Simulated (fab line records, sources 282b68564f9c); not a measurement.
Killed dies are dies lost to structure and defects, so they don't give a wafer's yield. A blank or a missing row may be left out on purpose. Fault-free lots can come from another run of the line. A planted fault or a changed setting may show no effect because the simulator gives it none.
Which of the tools did it? ; flow ritCmos ; 45 wafers from 15 lots sampled at 4 of the route's 202 steps

== WHAT THE GAUGES READ, wafer by wafer ==
RIT_NRETRO_TW_MEAS_10.
lot;measured;on;NRETRO_TW
L558;day 2 08:10;filmMetro-01;1048 1052 1050
L559;day 2 14:08;filmMetro-03;1036 1037 1039
L561;day 3 05:18;filmMetro-03;1043 1046 1046
L562;day 3 10:23;filmMetro-03;1043 1049 1049
L563;day 3 11:00;filmMetro-01;1048 1046 1048
L564;day 3 16:29;filmMetro-02;1063 1069 1068
L565;day 3 18:34;filmMetro-03;1046 1041 1047
L572;day 5 03:56;filmMetro-03;1038 1043 1041
L573;day 5 09:52;filmMetro-02;1071 1077 1074
L574;day 5 14:38;filmMetro-01;1053 1050 1050
L575;day 5 19:24;filmMetro-01;1052 1058 1048
L576;day 6 01:13;filmMetro-01;1052 1052 1061
L577;day 6 04:55;filmMetro-03;1038 1038 1034
L579;day 6 14:25;filmMetro-03;1037 1043 1032
L580;day 6 20:32;filmMetro-03;1037 1040 1040

RIT_PSD_TW_MEAS_10.
lot;measured;on;PSD_TW
L558;day 3 07:11;filmMetro-02;3483 3515 3498
L559;day 3 13:05;filmMetro-03;3414 3411 3410
L561;day 4 01:13;filmMetro-03;3407 3419 3420
L562;day 4 06:08;filmMetro-02;3494 3499 3514
L563;day 4 08:09;filmMetro-03;30 30 30
L564;day 4 12:05;filmMetro-01;30 30 30
L565;day 4 14:01;filmMetro-03;30 30 30
L572;day 5 22:08;filmMetro-01;3433 3408 3412
L573;day 6 05:56;filmMetro-03;3373 3359 3379
L574;day 6 10:36;filmMetro-01;3413 3406 3422
L575;day 6 14:58;filmMetro-01;3443 3459 3443
L576;day 6 20:16;filmMetro-01;3436 3452 3429
L577;day 6 23:44;filmMetro-01;3435 3435 3418
L579;day 7 09:07;filmMetro-02;3509 3514 3491
L580;day 7 14:52;filmMetro-03;3394 3397 3420

== WHAT TOOL EACH LOT RAN ON (gives the tool, then ch and the chambers of the sampled wafers, and finally the start) ==
lot;RIT_PRETRO_STRIP_09;RIT_NSD_STRIP_09
L558;plasmaAsher-02 ch 0, day 2 09:32;plasmaAsher-01 ch 1, day 3 05:35
L559;plasmaAsher-04 ch 0,1, day 2 15:32;plasmaAsher-02 ch 0,1, day 3 11:20
L561;plasmaAsher-02 ch 0,1, day 3 06:40;plasmaAsher-04 ch 0,1, day 3 23:28
L562;plasmaAsher-04 ch 0, day 3 11:45;plasmaAsher-01 ch 0,1, day 4 04:04
L563;plasmaAsher-02 ch 0,1, day 3 12:26;plasmaAsher-01 ch 0,1, day 4 06:35
L564;plasmaAsher-04 ch 0,1, day 3 17:59;plasmaAsher-02 ch 0,1, day 4 10:20
L565;plasmaAsher-02 ch 0,1, day 3 20:04;plasmaAsher-04 ch 0,1, day 4 12:03
L572;plasmaAsher-02 ch 0,1, day 5 05:19;plasmaAsher-02 ch 0,1, day 5 20:32
L573;plasmaAsher-04 ch 0,1, day 5 11:14;plasmaAsher-02 ch 0,1, day 6 04:20
L574;plasmaAsher-04 ch 0,1, day 5 16:00;plasmaAsher-01 ch 0,1, day 6 09:00
L575;plasmaAsher-04 ch 0,1, day 5 20:56;plasmaAsher-04 ch 0,1, day 6 13:17
L576;plasmaAsher-04 ch 0,1, day 6 02:43;plasmaAsher-04 ch 0,1, day 6 18:40
L577;plasmaAsher-01 ch 0,1, day 6 06:19;plasmaAsher-04 ch 0,1, day 6 22:11
L579;plasmaAsher-04 ch 0,1, day 6 15:49;plasmaAsher-02 ch 0,1, day 7 07:24
L580;plasmaAsher-01 ch 0,1, day 6 21:54;plasmaAsher-02 ch 0,1, day 7 13:08
- RIT_PRETRO_STRIP_09: strips in O2, time 180 s.
- RIT_NSD_STRIP_09: strips in O2, time 180 s.

== WHAT THE TOOLS THEMSELVES READ (means of the sampled wafers that have a number; where no wafer has one, the mark that the record gives instead) ==
RIT_PRETRO_STRIP_09.
lot;tool;chamberPressureMTorr (mTorr);drypumpMotorCurrentA (A)
L558;plasmaAsher-02;3998;5.3
L559;plasmaAsher-04;3998;6.0
L561;plasmaAsher-02;4000;5.1
L562;plasmaAsher-04;3999;6.6
L563;plasmaAsher-02;4002;5.2
L564;plasmaAsher-04;4001;6.0
L565;plasmaAsher-02;4001;5.1
L572;plasmaAsher-02;3999;5.1
L573;plasmaAsher-04;4000;6.3
L574;plasmaAsher-04;4001;6.3
L575;plasmaAsher-04;4001;6.0
L576;plasmaAsher-04;4000;6.0
L577;plasmaAsher-01;3998;6.3
L579;plasmaAsher-04;4000;6.3
L580;plasmaAsher-01;4000;6.3

RIT_NSD_STRIP_09.
lot;tool;chamberPressureMTorr (mTorr);drypumpMotorCurrentA (A)
L558;plasmaAsher-01;3999;6.3
L559;plasmaAsher-02;4001;5.2
L561;plasmaAsher-04;4000;6.0
L562;plasmaAsher-01;4001;6.3
L563;plasmaAsher-01;-;-
L564;plasmaAsher-02;-;-
L565;plasmaAsher-04;-;-
L572;plasmaAsher-02;4002;5.2
L573;plasmaAsher-02;4001;5.1
L574;plasmaAsher-01;4001;6.3
L575;plasmaAsher-04;3998;6.3
L576;plasmaAsher-04;3996;6.3
L577;plasmaAsher-04;4000;6.3
L579;plasmaAsher-02;3999;5.1
L580;plasmaAsher-02;4003;5.2

== THE ANSWER, worked out from the rows above alone ==
Rule: what is usual is taken from the lots themselves. Put in order of their means at a reading, lots are off if they are a third of the lots or fewer, leave a main group of 4 or more, and stand apart from it by a gap of 3 or more times the standard deviation of the main group's means; of several such gaps the widest counts. If all means in a main group match to the digits the tables above print for the reading, that group is not used. Also off: a lot with no number at a reading for which 4 or more lots have one. Where the step has rows for the other lots, those lots are counted as sound. Order of review: gauges by route order, followed by the tools' own readings, for which a lot's mean as printed above is used. The first step at which some lot is off is used, and at that step the reading that is off furthest; a lot without a number counts as furthest.
Off: L563, L564, L565, at RIT_PSD_TW_MEAS_10 (PSD_TW). Main group: mean 3438, sd 41.
A tool fits if, at a process step before that reading, it ran every lot that is off, and no sound lot after the first of them. Not tried: the gauges at RIT_PSD_TW_MEAS_10; whatever is off there is also off at RIT_NSD_STRIP_09, on other tools, and gauge error can't account for it. Not one of the candidates tried fits.

== WHAT THE SIMULATOR HAD PUT IN ==
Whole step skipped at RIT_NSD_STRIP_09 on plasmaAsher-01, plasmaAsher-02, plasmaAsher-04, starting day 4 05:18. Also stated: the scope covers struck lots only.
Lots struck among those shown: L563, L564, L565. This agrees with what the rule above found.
